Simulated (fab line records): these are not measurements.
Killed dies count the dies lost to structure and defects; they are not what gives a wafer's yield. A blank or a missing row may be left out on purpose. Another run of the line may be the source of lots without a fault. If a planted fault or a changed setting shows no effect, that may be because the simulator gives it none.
Split-lot experiment | flow rit-cmos | route with 202 steps; 5 lots, 23 wafers read

## ON THE SPLIT
At RIT_PLDD_IMPLANT_08, the setting dose-cm2 was moved away from the recipe's 9e+14 on 5 of the 23 wafers read, by -7.4% to -3.8%. All remaining wafers had this setting at the recipe value.

## FROM SPLIT TO READING: 1 step shown by the file between the two
- RIT_PLDD_STRIP_09: strips in O2, time 180 s

## THE READING
PLDD_TW, at RIT_PLDD_TW_MEAS_10. On this fab line, fault-free wafers typically give 2346 with a standard deviation of 10.

wafer  | tool, chamber at the split | dose-cm2 as run | against the recipe | PLDD_TW | against lot-mates on the recipe
L074.1 | implanter-01, 0            | 9e+14           | recipe             | 2331    | -
L074.2 | implanter-01, 0            | 8.333e+14       | -7.4%              | 2292    | -41
L074.3 | implanter-01, 0            | 9e+14           | recipe             | 2338    | -
L074.5 | implanter-01, 0            | 9e+14           | recipe             | 2330    | -
L074.6 | implanter-01, 0            | 8.333e+14       | -7.4%              | 2280    | -53
L079.1 | implanter-01, 0            | 9e+14           | recipe             | 2356    | -
L079.2 | implanter-01, 0            | 8.661e+14       | -3.8%              | 2319    | -26
L079.3 | implanter-01, 0            | 8.661e+14       | -3.8%              | 2322    | -24
L079.5 | implanter-01, 0            | 9e+14           | recipe             | 2335    | -
L079.6 | implanter-01, 0            | 8.661e+14       | -3.8%              | 2313    | -32
L080.1 | implanter-01, 0            | 9e+14           | recipe             | 2351    | -
L080.2 | implanter-01, 0            | 9e+14           | recipe             | 2348    | -
L080.3 | implanter-01, 0            | 9e+14           | recipe             | 2358    | -
L080.4 | implanter-01, 0            | 9e+14           | recipe             | 2347    | -
L080.5 | implanter-01, 0            | 9e+14           | recipe             | 2363    | -
L084.1 | implanter-02, 0            | 9e+14           | recipe             | 2341    | -
L084.2 | implanter-02, 0            | 9e+14           | recipe             | 2353    | -
L084.3 | implanter-02, 0            | 9e+14           | recipe             | 2341    | -
L085.1 | implanter-02, 0            | 9e+14           | recipe             | 2350    | -
L085.2 | implanter-02, 0            | 9e+14           | recipe             | 2348    | -
L085.4 | implanter-02, 0            | 9e+14           | recipe             | 2348    | -
L085.5 | implanter-02, 0            | 9e+14           | recipe             | 2363    | -
L085.6 | implanter-02, 0            | 9e+14           | recipe             | 2334    | -

FIT RESULTS
A straight line over all 23 wafers: PLDD_TW changes by +8 for each +1% of dose-cm2; r = +0.90; the points scatter about the line by 9.5.
The same after taking each lot's own level away (the mean of its wafers on the recipe; 23 wafers): +6.57 for each +1%; r = +0.91; scatter 7.3.
On that fit, the largest move of dose-cm2 shifts the reading by 49.
From 2333.0 to 2353.4: that is the span of the lots' own levels, equal to 2.0 times the standard deviation above.
So the lot-to-lot level changes the slope: the two fits differ.
Check: for one of the wafers moved furthest among these (-7.4%), held out of the fit, the line's prediction against its lot-mates is -53.5. Against them it came out at -41.

## FURTHER SPLITS ON THESE WAFERS
Other splits were also applied to these wafers ahead of the reading. Each is held against what the fit with the lots' levels taken away leaves over:
other split on the same wafers | wafers away from the commonest value | r with PLDD_TW (lot level and that fit taken away)
RIT_GATE_EXPOSE_13 dose-mj     | 9                                    | -0.20
RIT_REOX_OXIDATION_03 temp-c   | 5                                    | +0.02
RIT_PLDD_COAT_01 spin-rpm      | 7                                    | -0.04

## THE FILE'S OWN FIT
PLDD_TW changes by +6.52 for each +1% of dose-cm2, r = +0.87.
